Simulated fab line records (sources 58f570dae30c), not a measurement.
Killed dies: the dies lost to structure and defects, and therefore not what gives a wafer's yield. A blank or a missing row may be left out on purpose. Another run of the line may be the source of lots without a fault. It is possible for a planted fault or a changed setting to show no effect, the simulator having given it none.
Split-lot study :: flow berkeley_cmos170 :: 23 wafers read across 5 lots, on a route 331 steps long

== THE SPLIT ITSELF ==
At UCB170_NSD_PEB_04, the setting peb_temp_c was moved away from the recipe's 130 C on 10 of the 23 wafers read, by -1.2% to +2.4%. All remaining wafers had this setting at the recipe value.

== THE PATH FROM SPLIT TO READING: the file shows 1 step between them ==
- UCB170_NSD_DEVELOP_05: develop time 45 s

== THE READING ==
Shown in nm: cd_nm at UCB170_NSD_CD_MEAS_06, with target cd 1200 nm. A value of 1199.7 nm with a standard deviation of 0.97 nm is what fault-free wafers of this fab line usually give.

wafer: L076.2
tool, chamber at the split: litho_track-04, 0
peb_temp_c as run, C: 132.6
against the recipe: +2.0%
cd_nm, nm: 1215.9
against lot-mates on the recipe: +17.0

wafer: L076.3
tool, chamber at the split: litho_track-04, 0
peb_temp_c as run, C: 130
against the recipe: recipe
cd_nm, nm: 1199.4
against lot-mates on the recipe: -

wafer: L076.4
tool, chamber at the split: litho_track-04, 0
peb_temp_c as run, C: 132.6
against the recipe: +2.0%
cd_nm, nm: 1214.1
against lot-mates on the recipe: +15.1

wafer: L076.5
tool, chamber at the split: litho_track-04, 0
peb_temp_c as run, C: 132.6
against the recipe: +2.0%
cd_nm, nm: 1214.9
against lot-mates on the recipe: +16.0

wafer: L076.6
tool, chamber at the split: litho_track-04, 0
peb_temp_c as run, C: 130
against the recipe: recipe
cd_nm, nm: 1198.5
against lot-mates on the recipe: -

wafer: L074.1
tool, chamber at the split: litho_track-01, 0
peb_temp_c as run, C: 130
against the recipe: recipe
cd_nm, nm: 1200.0
against lot-mates on the recipe: -

wafer: L074.2
tool, chamber at the split: litho_track-01, 0
peb_temp_c as run, C: 130
against the recipe: recipe
cd_nm, nm: 1200.0
against lot-mates on the recipe: -

wafer: L074.3
tool, chamber at the split: litho_track-01, 0
peb_temp_c as run, C: 128.4
against the recipe: -1.2%
cd_nm, nm: 1189.2
against lot-mates on the recipe: -10.6

wafer: L074.4
tool, chamber at the split: litho_track-01, 0
peb_temp_c as run, C: 128.4
against the recipe: -1.2%
cd_nm, nm: 1187.6
against lot-mates on the recipe: -12.2

wafer: L074.5
tool, chamber at the split: litho_track-01, 0
peb_temp_c as run, C: 130
against the recipe: recipe
cd_nm, nm: 1199.4
against lot-mates on the recipe: -

wafer: L075.1
tool, chamber at the split: litho_track-04, 0
peb_temp_c as run, C: 130
against the recipe: recipe
cd_nm, nm: 1199.9
against lot-mates on the recipe: -

wafer: L075.2
tool, chamber at the split: litho_track-04, 0
peb_temp_c as run, C: 133.1
against the recipe: +2.4%
cd_nm, nm: 1217.9
against lot-mates on the recipe: +18.4

wafer: L075.3
tool, chamber at the split: litho_track-04, 0
peb_temp_c as run, C: 130
against the recipe: recipe
cd_nm, nm: 1199.2
against lot-mates on the recipe: -

wafer: L075.4
tool, chamber at the split: litho_track-04, 0
peb_temp_c as run, C: 133.1
against the recipe: +2.4%
cd_nm, nm: 1218.1
against lot-mates on the recipe: +18.6

wafer: L075.6
tool, chamber at the split: litho_track-04, 0
peb_temp_c as run, C: 130
against the recipe: recipe
cd_nm, nm: 1199.3
against lot-mates on the recipe: -

wafer: L083.1
tool, chamber at the split: litho_track-01, 0
peb_temp_c as run, C: 128.4
against the recipe: -1.2%
cd_nm, nm: 1188.4
against lot-mates on the recipe: -12.4

wafer: L083.2
tool, chamber at the split: litho_track-01, 0
peb_temp_c as run, C: 130
against the recipe: recipe
cd_nm, nm: 1200.4
against lot-mates on the recipe: -

wafer: L083.3
tool, chamber at the split: litho_track-01, 0
peb_temp_c as run, C: 130
against the recipe: recipe
cd_nm, nm: 1201.2
against lot-mates on the recipe: -

wafer: L083.4
tool, chamber at the split: litho_track-01, 0
peb_temp_c as run, C: 128.4
against the recipe: -1.2%
cd_nm, nm: 1189.1
against lot-mates on the recipe: -11.7

wafer: L083.6
tool, chamber at the split: litho_track-01, 0
peb_temp_c as run, C: 128.4
against the recipe: -1.2%
cd_nm, nm: 1187.6
against lot-mates on the recipe: -13.2

wafer: L082.1
tool, chamber at the split: litho_track-04, 0
peb_temp_c as run, C: 130
against the recipe: recipe
cd_nm, nm: 1198.9
against lot-mates on the recipe: -

wafer: L082.3
tool, chamber at the split: litho_track-04, 0
peb_temp_c as run, C: 130
against the recipe: recipe
cd_nm, nm: 1199.2
against lot-mates on the recipe: -

wafer: L082.4
tool, chamber at the split: litho_track-04, 0
peb_temp_c as run, C: 130
against the recipe: recipe
cd_nm, nm: 1200.3
against lot-mates on the recipe: -

FIT RESULTS
A straight line over all 23 wafers: cd_nm changes by +8.11 nm for each +1% of peb_temp_c; r = +1.00; the points scatter about the line by 0.92 nm.
The same after taking each lot's own level away (the mean of its wafers on the recipe; 23 wafers): +8.44 nm for each +1%; r = +1.00; scatter 0.97 nm.
Per that fit: largest peb_temp_c move, reading shift of 20 nm.
Across the lots, their own levels run from 1198.95 to 1200.80 nm, a range of 1.9 times the standard deviation given above.
The two slopes agree, so the slope changes little with the lot-to-lot level.
Check: with one of the wafers moved furthest among these (+2.4%) left out of the fit, the line predicts +19.8 nm for it against its lot-mates. It came out at +18.4 nm against them.

== OTHER SPLITS APPLIED TO THESE WAFERS ==
Note: prior to the reading, these wafers also went through further splits. Each is held against what the fit with the lots' levels taken away leaves over:
other split on the same wafers: UCB170_PSD_PEB_04 peb_temp_c
wafers away from the commonest value: 10
r with cd_nm (lot level and that fit taken away): +0.00

== THE FILE'S OWN FIT ==
cd_nm changes by +8.3 nm for each +1% of peb_temp_c, r = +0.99.
